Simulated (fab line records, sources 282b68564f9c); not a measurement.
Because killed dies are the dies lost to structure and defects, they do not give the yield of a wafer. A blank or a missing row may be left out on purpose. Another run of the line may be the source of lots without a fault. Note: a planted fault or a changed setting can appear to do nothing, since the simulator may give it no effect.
Split-lot study / flow rit-cmos / 23 wafers read from 5 lots, route of 202 steps

## SPLIT DETAILS
At RIT_PWELL_IMPLANT_08, the setting energy-kev was moved away from the recipe's 170 on 5 of the 23 wafers read, by -3.1% to +1.7%. All remaining wafers had this setting at the recipe value.

Reading taken at the split's own step.

## THE READING
In nm, at RIT_PWELL_IMPLANT_08: implant.drp-nm, which is the simulator's own figure and was read by no gauge. There is no usual value for it anywhere in the file.

wafer=L075.1; tool, chamber at the split=implanter-04, 0; energy-kev as run=170; against the recipe=recipe; implant.drp-nm, nm=102.9; against lot-mates on the recipe=-
wafer=L075.2; tool, chamber at the split=implanter-04, 0; energy-kev as run=170; against the recipe=recipe; implant.drp-nm, nm=102.9; against lot-mates on the recipe=-
wafer=L075.3; tool, chamber at the split=implanter-04, 0; energy-kev as run=170; against the recipe=recipe; implant.drp-nm, nm=102.9; against lot-mates on the recipe=-
wafer=L075.4; tool, chamber at the split=implanter-04, 0; energy-kev as run=170; against the recipe=recipe; implant.drp-nm, nm=102.9; against lot-mates on the recipe=-
wafer=L075.6; tool, chamber at the split=implanter-04, 0; energy-kev as run=170; against the recipe=recipe; implant.drp-nm, nm=102.9; against lot-mates on the recipe=-
wafer=L079.1; tool, chamber at the split=implanter-04, 0; energy-kev as run=170; against the recipe=recipe; implant.drp-nm, nm=102.9; against lot-mates on the recipe=-
wafer=L079.2; tool, chamber at the split=implanter-04, 0; energy-kev as run=170; against the recipe=recipe; implant.drp-nm, nm=102.9; against lot-mates on the recipe=-
wafer=L079.3; tool, chamber at the split=implanter-04, 0; energy-kev as run=170; against the recipe=recipe; implant.drp-nm, nm=102.9; against lot-mates on the recipe=-
wafer=L079.4; tool, chamber at the split=implanter-04, 0; energy-kev as run=170; against the recipe=recipe; implant.drp-nm, nm=102.9; against lot-mates on the recipe=-
wafer=L079.5; tool, chamber at the split=implanter-04, 0; energy-kev as run=170; against the recipe=recipe; implant.drp-nm, nm=102.9; against lot-mates on the recipe=-
wafer=L080.1; tool, chamber at the split=implanter-03, 0; energy-kev as run=170; against the recipe=recipe; implant.drp-nm, nm=102.9; against lot-mates on the recipe=-
wafer=L080.3; tool, chamber at the split=implanter-03, 0; energy-kev as run=170; against the recipe=recipe; implant.drp-nm, nm=102.9; against lot-mates on the recipe=-
wafer=L080.4; tool, chamber at the split=implanter-03, 0; energy-kev as run=170; against the recipe=recipe; implant.drp-nm, nm=102.9; against lot-mates on the recipe=-
wafer=L081.1; tool, chamber at the split=implanter-01, 0; energy-kev as run=172.9; against the recipe=+1.7%; implant.drp-nm, nm=103.4; against lot-mates on the recipe=+0.5
wafer=L081.3; tool, chamber at the split=implanter-01, 0; energy-kev as run=172.9; against the recipe=+1.7%; implant.drp-nm, nm=103.4; against lot-mates on the recipe=+0.5
wafer=L081.4; tool, chamber at the split=implanter-01, 0; energy-kev as run=172.9; against the recipe=+1.7%; implant.drp-nm, nm=103.4; against lot-mates on the recipe=+0.5
wafer=L081.2; tool, chamber at the split=implanter-01, 0; energy-kev as run=170; against the recipe=recipe; implant.drp-nm, nm=102.9; against lot-mates on the recipe=-
wafer=L081.5; tool, chamber at the split=implanter-01, 0; energy-kev as run=170; against the recipe=recipe; implant.drp-nm, nm=102.9; against lot-mates on the recipe=-
wafer=L085.1; tool, chamber at the split=implanter-01, 0; energy-kev as run=170; against the recipe=recipe; implant.drp-nm, nm=102.9; against lot-mates on the recipe=-
wafer=L085.2; tool, chamber at the split=implanter-01, 0; energy-kev as run=170; against the recipe=recipe; implant.drp-nm, nm=102.9; against lot-mates on the recipe=-
wafer=L085.6; tool, chamber at the split=implanter-01, 0; energy-kev as run=170; against the recipe=recipe; implant.drp-nm, nm=102.9; against lot-mates on the recipe=-
wafer=L085.4; tool, chamber at the split=implanter-01, 0; energy-kev as run=164.8; against the recipe=-3.1%; implant.drp-nm, nm=101.8; against lot-mates on the recipe=-1.1
wafer=L085.5; tool, chamber at the split=implanter-01, 0; energy-kev as run=164.8; against the recipe=-3.1%; implant.drp-nm, nm=101.8; against lot-mates on the recipe=-1.1

FIT RESULTS
A straight line over all 23 wafers: implant.drp-nm changes by +0.338 nm for each +1% of energy-kev; r = +1.00; the points scatter about the line by 0.031 nm.
The same after taking each lot's own level away (the mean of its wafers on the recipe; 23 wafers): +0.338 nm for each +1%; r = +1.00; scatter 0.031 nm.
That fit puts the effect of the largest move of energy-kev on the reading at 1 nm.
The lots' own levels span 102.90 to 102.90 nm.
Consequently the slope shifts little with the lot-to-lot level, the two slopes agreeing.
Check: with one of the wafers moved furthest among these (-3.1%) left out of the fit, the line predicts -1.02 nm for it against its lot-mates. It came out at -1.1 nm against them.

## THESE WAFERS: OTHER SPLITS
Other splits were also applied to these wafers ahead of the reading. Each is held against what the fit with the lots' levels taken away leaves over:
other split on the same wafers=RIT_ACTIVE_EXPOSE_08 dose-mj; wafers away from the commonest value=5; r with implant.drp-nm (lot level and that fit taken away)=+0.05
other split on the same wafers=RIT_ACTIVE_DEVELOP_10 develop-time-s; wafers away from the commonest value=9; r with implant.drp-nm (lot level and that fit taken away)=+0.39
other split on the same wafers=RIT_PWELL_COAT_01 resist-thk-nm; wafers away from the commonest value=9; r with implant.drp-nm (lot level and that fit taken away)=-0.03

## THE WHOLE CHAIN: every reading that the file lists as answering this split, in the file's order
step=RIT_PWELL_IMPLANT_08; what it does=; reading=implant.rp-nm (the simulator's own value, which no gauge read); change (the file's fit)=+3.68 nm for each +1% of the setting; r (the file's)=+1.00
step=RIT_PWELL_IMPLANT_08; what it does=; reading=implant.drp-nm (the simulator's own value, which no gauge read); change (the file's fit)=+0.344 nm for each +1% of the setting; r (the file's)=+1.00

## FILE'S OWN FIT
implant.drp-nm changes by +0.344 nm for each +1% of energy-kev, r = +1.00.
